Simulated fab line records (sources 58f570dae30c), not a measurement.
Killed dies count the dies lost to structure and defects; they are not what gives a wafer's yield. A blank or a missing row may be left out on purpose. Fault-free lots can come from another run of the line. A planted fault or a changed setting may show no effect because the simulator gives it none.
Struck lot and sound lot, side by side :: flow berkeleyCmos170 :: 16 steps out of a route of 331
Sound: wafers L226.4, L226.5, L226.6. Struck: wafer L231.1. At the end, the cause is stated.
Order at every step that has rows: each side's tool, ch and its chambers, its first start. Under that, the readings that differ: sound wafers :: struck wafers :: difference of the means :: sigmas: that difference in standard deviations of wafers without a fault.
alike: readings with means less than 2 such deviations apart, plus words and numbers identical on both sides. not compared: withheld readings, readings lacking a value on some wafer, bounds such as >300 that could conceal the same value, and numbers that have no deviation in the record and whose values overlap.
The two part at a step that has a row with sigmas, a row that says differs or no value, or rows on one side only. Numbers that have no deviation but don't overlap get no sigmas and don't part them. A reading missing from all wafers of one side parts the sides only when that side holds two or more wafers.

first, 5 steps without rows for these wafers: UCB170_CONTACT_COAT_10 (resist thk 900 nm); UCB170_CONTACT_SOFTBAKE_11 (time 60 s); UCB170_CONTACT_EXPOSE_12 (exposes mask CONT, target cd 700 nm); UCB170_CONTACT_PEB_13; UCB170_CONTACT_DEVELOP_14 (develop time 45 s).
UCB170_CONTACT_CD_MEAS_15 targets a cd of 700 nm.
  sound on cdSem-01, day 9 10:10; struck on cdSem-01, day 10 11:18
  alike: cdNm
UCB170_CONTACT_OVL_MEAS_16:
  sound on overlay-01, day 9 10:14; struck on overlay-01, day 10 11:25
  alike: CONTACT_OVL
UCB170_CONTACT_ETCH_17: etches BARC in N2/H2.
  sound on rieDiel-03 ch 0,1,2, day 9 10:15; struck on rieDiel-02 ch 2, day 10 11:27
  alike: drypumpMotorCurrentA, oesProductAu, throttleValvePct
UCB170_CONTACT_ETCH_18: etches PSG in CHF3/CF4/Ar, stops on TiSi2, target depth 840 nm, time 195 s.
  sound on rieDiel-03 ch 0,1,2; struck on rieDiel-02 ch 2
  alike: drypumpMotorCurrentA, oesProductAu, throttleValvePct
  not compared: rfHoursCounterH
UCB170_CONTACT_STRIP_19: strips in O2.
  sound on plasmaAsher-02 ch 0,1, day 9 10:28; struck on plasmaAsher-01 ch 0, day 10 11:37
reading: rfHoursCounterH (h)
sound: - - -
struck: 50
difference: no value on the sound wafers
sigmas: 
  alike: drypumpMotorCurrentA, oesProductAu
UCB170_CONTACT_CD_MEAS_90 targets a cd of 700 nm.
  sound on cdSem-01, day 9 10:35; struck on cdSem-02, day 10 11:43
  alike: cdNm
then, 1 step without rows for these wafers: UCB170_CONTACT_CLEAN_20 (cleans in SPM, time 600 s).
UCB170_M1_SPUTTER_00: material Al, target thk 600 nm, time 80 s.
  sound on pvdSputter-01, day 9 10:49; struck on pvdSputter-01, day 10 12:02
reading: model.Al_of_M1_SPUTTER_00.thkNm (nm)
sound: 601.2 593.8 603
struck: 562.9
difference: -36.4
sigmas: 
  alike: throttleValvePct
UCB170_M1_RS_MEAS_01: measures by four-point-probe.
  sound on filmMetro-02, day 9 10:56; struck on filmMetro-04, day 10 12:23
reading: M1_AL_RS (ohm/sq)
sound: 0.0484 0.0490 0.0482
struck: 0.0519
difference: +0.0034
sigmas: +6
  not compared: hold
UCB170_M1_THK_MEAS_02: measures by xrf.
  sound on filmMetro-02, day 9 11:02; struck on filmMetro-04, day 10 14:30
reading: M1_AL_THK (nm)
sound: 595 588 597
struck: 559
difference: -34
sigmas: -5
  not compared: hold
UCB170_M3_PROBE_99:
  record: rows for the struck wafers here (prober-02, day 11 07:03), none for the sound ones

## WHERE THEY PART
Earliest at UCB170_CONTACT_STRIP_19; latest, in this record, at UCB170_M3_PROBE_99.

WHY: what the simulator had put in
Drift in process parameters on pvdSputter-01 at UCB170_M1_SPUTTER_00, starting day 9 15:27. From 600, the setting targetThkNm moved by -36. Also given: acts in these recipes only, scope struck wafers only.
